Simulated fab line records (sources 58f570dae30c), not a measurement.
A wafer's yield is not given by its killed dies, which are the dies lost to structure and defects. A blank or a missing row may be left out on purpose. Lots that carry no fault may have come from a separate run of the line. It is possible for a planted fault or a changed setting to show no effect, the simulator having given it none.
Lot-split experiment + flow berkeley_cmos170 + on a route of 331 steps: 5 lots, 23 wafers read

ON THE SPLIT
At UCB170_PWELL_IMPLANT_15, the setting energy_kev was moved away from the recipe's 60 on 4 of the 23 wafers read, by -5.5% to +3.0%. This setting was run at the recipe's value on the other wafers.

The reading is taken at the split's own step.

THE READING
In nm, at UCB170_PWELL_IMPLANT_15: implant.drp_nm, which is the simulator's own figure and was read by no gauge. The file gives no usual value for it.

| wafer  | tool, chamber at the split | energy_kev as run | against the recipe | implant.drp_nm, nm | against lot-mates on the recipe |
|--------|----------------------------|-------------------|--------------------|--------------------|---------------------------------|
| L074.1 | implanter-01, 0            | 60                | recipe             | 64.7               | -                               |
| L074.5 | implanter-01, 0            | 60                | recipe             | 64.7               | -                               |
| L074.6 | implanter-01, 0            | 60                | recipe             | 64.7               | -                               |
| L075.1 | implanter-03, 0            | 60                | recipe             | 64.7               | -                               |
| L075.2 | implanter-03, 0            | 60                | recipe             | 64.7               | -                               |
| L075.4 | implanter-03, 0            | 60                | recipe             | 64.7               | -                               |
| L075.5 | implanter-03, 0            | 60                | recipe             | 64.7               | -                               |
| L075.6 | implanter-03, 0            | 60                | recipe             | 64.7               | -                               |
| L078.1 | implanter-03, 0            | 60                | recipe             | 64.7               | -                               |
| L078.2 | implanter-03, 0            | 60                | recipe             | 64.7               | -                               |
| L078.3 | implanter-03, 0            | 60                | recipe             | 64.7               | -                               |
| L078.4 | implanter-03, 0            | 60                | recipe             | 64.7               | -                               |
| L078.6 | implanter-03, 0            | 60                | recipe             | 64.7               | -                               |
| L080.1 | implanter-02, 0            | 60                | recipe             | 64.7               | -                               |
| L080.3 | implanter-02, 0            | 60                | recipe             | 64.7               | -                               |
| L080.5 | implanter-02, 0            | 60                | recipe             | 64.7               | -                               |
| L080.2 | implanter-02, 0            | 61.77             | +3.0%              | 65.7               | +1.00                           |
| L080.6 | implanter-02, 0            | 61.77             | +3.0%              | 65.7               | +1.00                           |
| L085.1 | implanter-03, 0            | 60                | recipe             | 64.7               | -                               |
| L085.4 | implanter-03, 0            | 60                | recipe             | 64.7               | -                               |
| L085.5 | implanter-03, 0            | 60                | recipe             | 64.7               | -                               |
| L085.3 | implanter-03, 0            | 56.71             | -5.5%              | 62.78              | -1.92                           |
| L085.6 | implanter-03, 0            | 56.71             | -5.5%              | 62.78              | -1.92                           |

THE FIT
A straight line over all 23 wafers: implant.drp_nm changes by +0.347 nm for each +1% of energy_kev; r = +1.00; the points scatter about the line by 0.0082 nm.
The same after taking each lot's own level away (the mean of its wafers on the recipe; 23 wafers): +0.347 nm for each +1%; r = +1.00; scatter 0.0082 nm.
Per that fit: largest energy_kev move, reading shift of 1.9 nm.
The lots' own levels span 64.700 to 64.700 nm.
So the lot-to-lot level changes the slope little: the two slopes agree.
Check: -1.9 nm against its lot-mates is what the line predicts for one of the wafers moved furthest among these (-5.5%) when that wafer is left out of the fit. It came out at -1.92 nm against them.

OTHER SPLITS APPLIED TO THESE WAFERS
Other splits were also applied to these wafers ahead of the reading. Each is held against what the fit with the lots' levels taken away leaves over:
| other split on the same wafers | wafers away from the commonest value | r with implant.drp_nm (lot level and that fit taken away) |
|--------------------------------|--------------------------------------|-----------------------------------------------------------|
| UCB170_PWELL_CVD_05 temp_c     | 10                                   | +0.45                                                     |

THE WHOLE CHAIN: every reading that the file lists as answering this split, in the file's order
| step                    | what it does | reading                                                         | change (the file's fit)               | r (the file's) |
|-------------------------|--------------|-----------------------------------------------------------------|---------------------------------------|----------------|
| UCB170_PWELL_IMPLANT_15 |              | implant.rp_nm (the simulator's own value, which no gauge read)  | +1.83 nm for each +1% of the setting  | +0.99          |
| UCB170_PWELL_IMPLANT_15 |              | implant.drp_nm (the simulator's own value, which no gauge read) | +0.348 nm for each +1% of the setting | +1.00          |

THE FILE'S OWN FIT
implant.drp_nm changes by +0.348 nm for each +1% of energy_kev, r = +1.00.
